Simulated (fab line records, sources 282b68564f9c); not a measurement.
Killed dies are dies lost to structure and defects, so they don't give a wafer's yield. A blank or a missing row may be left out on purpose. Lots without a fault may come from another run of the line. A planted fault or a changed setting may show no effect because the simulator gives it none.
A struck lot beside a sound one | flow rit_cmos | 15 steps out of a route of 202
Sound: wafers L928.3, L928.4, L928.5. Struck: wafers L913.1, L913.2, L913.6. The cause comes at the end.
At each step with rows: each side's tool, then ch and its chambers, then its first start. Under that, the readings that differ: sound wafers | struck wafers | difference of the means | sigmas: that difference in standard deviations of wafers without a fault.
alike: readings whose means differ by less than 2 such deviations, and words and numbers that are the same on both sides. not compared: withheld readings, readings that some wafer has no value for, bounds like >300 that may hide the same value, and numbers for which the record gives no deviation and whose values overlap.
The two part at a step that has a row with sigmas, a row that says differs or no value, or rows on one side only. Numbers that don't overlap but have no deviation are shown without sigmas and don't part them. A reading that every wafer of one side lacks parts them only if that side has two wafers or more.

RIT_NSD_TW_MEAS_10:
  sound on film_metro-03, day 7 20:11; struck on film_metro-03, day 4 19:08
  alike: NSD_TW
then, 6 steps without rows for these wafers: RIT_PSD_HMDS_00 (prime time 60 s); RIT_PSD_COAT_01 (resist thk 1000 nm); RIT_PSD_SOFTBAKE_02 (time 60 s); RIT_PSD_EXPOSE_03 (exposes mask M10, target cd 40900 nm); RIT_PSD_PEB_04; RIT_PSD_DEVELOP_05 (develop time 50 s).
RIT_PSD_OVL_MEAS_06:
  sound on overlay-01, day 7 21:13; struck on overlay-02, day 4 20:15
  alike: PSD_OVL
then, 2 steps without rows for these wafers: RIT_PSD_HARDBAKE_07 (time 60 s); RIT_PSD_IMPLANT_08.
RIT_PSD_STRIP_09: strips in O2, time 180 s.
  sound on plasma_asher-03 ch 0,1, day 7 21:35; struck on plasma_asher-03 ch 0,1, day 4 20:35
  alike: drypump_motor_current_A, o2_flow_sccm, rf_refl_power_W
  not compared: rf_hours_counter_h
RIT_PSD_TW_MEAS_10:
  sound on film_metro-03, day 7 21:43; struck on film_metro-03, day 4 20:46
  alike: PSD_TW
RIT_SDANNEAL_CLEAN_00: cleans in SC1, time 600 s.
  sound on wet_bench-01 ch 0, day 7 21:46; struck on wet_bench-04 ch 0, day 4 20:49
  no value came back on the struck wafers for bath_guard_temp_C (C), bath_heat_duty_pct (%); on the sound wafers bath_guard_temp_C (C) reads 75.1 74.8 74.8
then, 1 step without rows for these wafers: RIT_SDANNEAL_CLEAN_01 (cleans in dHF, time 30 s).
RIT_M1_PROBE_99:
  the record has rows for the sound wafers here (prober-01, day 8 05:57) and none for the struck ones

WHERE THEY PART
First at RIT_SDANNEAL_CLEAN_00; last, within this record, at RIT_M1_PROBE_99.

WHY: what the simulator had put in
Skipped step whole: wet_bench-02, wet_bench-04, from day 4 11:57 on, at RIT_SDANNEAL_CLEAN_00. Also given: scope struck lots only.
